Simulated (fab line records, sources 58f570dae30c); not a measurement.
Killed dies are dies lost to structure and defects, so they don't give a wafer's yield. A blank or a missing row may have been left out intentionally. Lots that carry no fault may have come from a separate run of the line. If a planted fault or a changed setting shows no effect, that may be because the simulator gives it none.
Which tool did it? ; flow berkeley-cmos170 ; Sampling: 15 lots, 45 wafers, 5 of 331 route steps

== WHAT THE GAUGES SHOWED, per wafer ==
UCB170_NWELL_OVL_MEAS_12.
lot;measured;on;NWELL_OVL (nm)
L663;day 2 19:09;overlay-01;-3 -2 -3
L664;day 2 19:09;overlay-02;-2 -2 -3
L665;day 3 00:58;overlay-01;-4 -1 -7
L667;day 3 10:25;overlay-01;3 5 4
L669;day 3 18:45;overlay-02;-9 1 -4
L668;day 3 19:01;overlay-01;-7 -5 -3
L670;day 4 02:01;overlay-01;-2 7 1
L671;day 4 09:29;overlay-02;-1 3 3
L672;day 4 09:31;overlay-01;-1 0 2
L678;day 5 20:56;overlay-02;-8 -5 -12
L679;day 5 21:12;overlay-01;-1 -5 6
L680;day 6 02:43;overlay-02;0 -3 1
L682;day 6 19:53;overlay-02;3 9 4
L683;day 6 19:58;overlay-01;-1 0 -4
L686;day 7 10:19;overlay-02;-11 -10 -15

UCB170_PVT_OVL_MEAS_06.
lot;measured;on;PVT_OVL (nm)
L663;day 7 00:52;overlay-02;-7 -9 -11
L664;day 7 00:35;overlay-01;-1 -5 1
L665;day 7 01:06;overlay-02;-4 -11 -2
L667;day 7 10:39;overlay-01;-3 -3 -5
L669;day 8 04:35;overlay-01;- - -
L668;day 8 04:17;overlay-01;- - -
L670;day 8 04:09;overlay-02;1 -6 -9
L671;day 8 16:33;overlay-01;- - -
L672;day 8 16:41;overlay-01;-3 0 -9
L678;day 10 02:40;overlay-02;-4 0 -4
L679;day 10 02:23;overlay-01;-13 -3 -6
L680;day 10 02:25;overlay-02;-15 -7 -4
L682;day 10 18:05;overlay-02;-12 -15 -4
L683;day 10 17:50;overlay-01;-7 -14 -16
L686;day 11 05:58;overlay-01;-11 -7 -9

== WHICH TOOL RAN EACH LOT (tool, then ch and the chambers of the sampled wafers, then the start) ==
lot;UCB170_NWELL_STRIP_15;UCB170_ACTIVE_STRIP_16;UCB170_PVT_COAT_01
L663;plasma-asher-01 ch 0,1, day 2 19:26;plasma-asher-03 ch 0, day 5 04:16;litho-track-01 ch 0, day 6 23:47
L664;plasma-asher-03 ch 0,1, day 2 19:26;plasma-asher-02 ch 1, day 5 04:32;litho-track-03 ch 0, day 6 23:28
L665;plasma-asher-01 ch 0,1, day 3 01:16;plasma-asher-04 ch 0,1, day 5 03:55;litho-track-02 ch 0, day 6 23:57
L667;plasma-asher-04 ch 0,1, day 3 10:44;plasma-asher-03 ch 0,1, day 5 17:52;litho-track-01 ch 0, day 7 09:23
L669;plasma-asher-01 ch 0,1, day 3 19:04;plasma-asher-03 ch 0,1, day 6 09:27;litho-track-02, day 8 03:14
L668;plasma-asher-03 ch 1, day 3 19:18;plasma-asher-02 ch 0,1, day 6 09:08;litho-track-01, day 8 03:07
L670;plasma-asher-01 ch 0,1, day 4 02:19;plasma-asher-02 ch 0,1, day 6 09:40;litho-track-01 ch 0, day 8 02:40
L671;plasma-asher-04 ch 1, day 4 09:46;plasma-asher-04 ch 0,1, day 6 23:07;litho-track-03, day 8 15:42
L672;plasma-asher-03 ch 0,1, day 4 09:48;plasma-asher-03 ch 0,1, day 6 23:23;litho-track-01 ch 0, day 8 15:47
L678;plasma-asher-04 ch 1, day 5 21:14;plasma-asher-02 ch 0,1, day 8 09:08;litho-track-03 ch 0, day 10 01:58
L679;plasma-asher-03 ch 0,1, day 5 21:30;plasma-asher-04 ch 0,1, day 8 08:50;litho-track-01 ch 0, day 10 01:28
L680;plasma-asher-03 ch 1, day 6 03:00;plasma-asher-04 ch 0,1, day 8 08:34;litho-track-02 ch 0, day 10 01:25
L682;plasma-asher-01 ch 0,1, day 6 20:11;plasma-asher-04 ch 0,1, day 9 01:36;litho-track-02 ch 0, day 10 16:34
L683;plasma-asher-04 ch 0,1, day 6 20:16;plasma-asher-02 ch 0,1, day 9 01:50;litho-track-01 ch 0, day 10 16:29
L686;plasma-asher-03 ch 0, day 7 10:36;plasma-asher-04 ch 0,1, day 9 15:14;litho-track-01 ch 0, day 11 05:18
- UCB170_NWELL_STRIP_15: strips in O2.
- UCB170_ACTIVE_STRIP_16: strips in O2.
- UCB170_PVT_COAT_01: resist thk 900 nm.

== AS READ BY THE TOOLS THEMSELVES (means over the sampled wafers that have a number; for cases with no such wafer, the mark the record gives instead) ==
UCB170_NWELL_STRIP_15.
lot;tool;drypump-motor-current-A (A);oes-product-au (a.u.);strip-time-to-endpoint-s (s)
L663;plasma-asher-01;5.7;0.727;17.97
L664;plasma-asher-03;5.8;0.722;18.14
L665;plasma-asher-01;5.7;0.721;18.03
L667;plasma-asher-04;5.3;0.718;18.10
L669;plasma-asher-01;5.8;0.723;17.89
L668;plasma-asher-03;5.7;0.718;18.02
L670;plasma-asher-01;5.7;0.724;18.10
L671;plasma-asher-04;5.0;0.719;18.07
L672;plasma-asher-03;5.9;0.723;17.93
L678;plasma-asher-04;5.0;0.721;18.01
L679;plasma-asher-03;6.0;0.723;18.11
L680;plasma-asher-03;5.7;0.719;18.07
L682;plasma-asher-01;5.7;0.721;17.93
L683;plasma-asher-04;5.6;0.722;18.08
L686;plasma-asher-03;6.0;0.724;18.01

UCB170_ACTIVE_STRIP_16.
lot;tool;drypump-motor-current-A (A);oes-product-au (a.u.);strip-time-to-endpoint-s (s)
L663;plasma-asher-03;6.1;0.720;18.32
L664;plasma-asher-02;5.9;0.721;18.44
L665;plasma-asher-04;5.3;0.722;18.20
L667;plasma-asher-03;6.0;0.718;18.25
L669;plasma-asher-03;5.8;0.725;18.36
L668;plasma-asher-02;5.9;0.722;18.32
L670;plasma-asher-02;5.9;0.722;18.28
L671;plasma-asher-04;5.3;0.724;18.44
L672;plasma-asher-03;6.0;0.721;18.24
L678;plasma-asher-02;5.9;0.719;18.41
L679;plasma-asher-04;5.6;0.722;18.29
L680;plasma-asher-04;5.6;0.716;18.37
L682;plasma-asher-04;5.3;0.723;18.38
L683;plasma-asher-02;5.8;0.723;18.26
L686;plasma-asher-04;5.3;0.725;18.31

UCB170_PVT_COAT_01.
lot;tool;chill-plate-temp-C (C);dispense-pressure-kPa (kPa)
L663;litho-track-01;22.88;60
L664;litho-track-03;22.91;50
L665;litho-track-02;22.96;51
L667;litho-track-01;23.02;60
L669;litho-track-02;-;-
L668;litho-track-01;-;-
L670;litho-track-01;23.16;60
L671;litho-track-03;-;-
L672;litho-track-01;23.03;60
L678;litho-track-03;23.05;50
L679;litho-track-01;23.02;60
L680;litho-track-02;22.90;51
L682;litho-track-02;22.86;51
L683;litho-track-01;22.99;60
L686;litho-track-01;23.07;60

== THE ANSWER, worked out from the rows above alone ==
Rule: usual is defined by the lots themselves. Put in order of their means at a reading, lots are off if they are a third of the lots or fewer, leave a main group of 4 or more, and stand apart from it by a gap of 3 or more times the standard deviation of the main group's means; of several such gaps the widest counts. A main group is skipped when, at the precision printed for the reading in the tables above, its means are all equal. A lot without any number at a reading at which 4 lots or more have one is off too. Any other lot the step has rows for is counted as sound. The gauges are gone through in route order, then the tools' own readings, and for those a lot's mean is taken as printed above. At the first step where some lot is off, the reading lying furthest off is the one used; lots without a number count as furthest.
Off: L669, L668, L671, at UCB170_PVT_OVL_MEAS_06 (PVT_OVL). Without a number there: L669, L668, L671. Main group: mean -7 nm, sd 3.2.
A tool fits if, at a process step before that reading, it ran every lot that is off, and no sound lot after the first of them. The gauges at UCB170_PVT_OVL_MEAS_06 aren't tried: what is off there is off at UCB170_PVT_COAT_01 too, on other tools, and a gauge's error can't cause that. Of those tried, none fits.

== WHAT THE SIMULATOR PUT IN ==
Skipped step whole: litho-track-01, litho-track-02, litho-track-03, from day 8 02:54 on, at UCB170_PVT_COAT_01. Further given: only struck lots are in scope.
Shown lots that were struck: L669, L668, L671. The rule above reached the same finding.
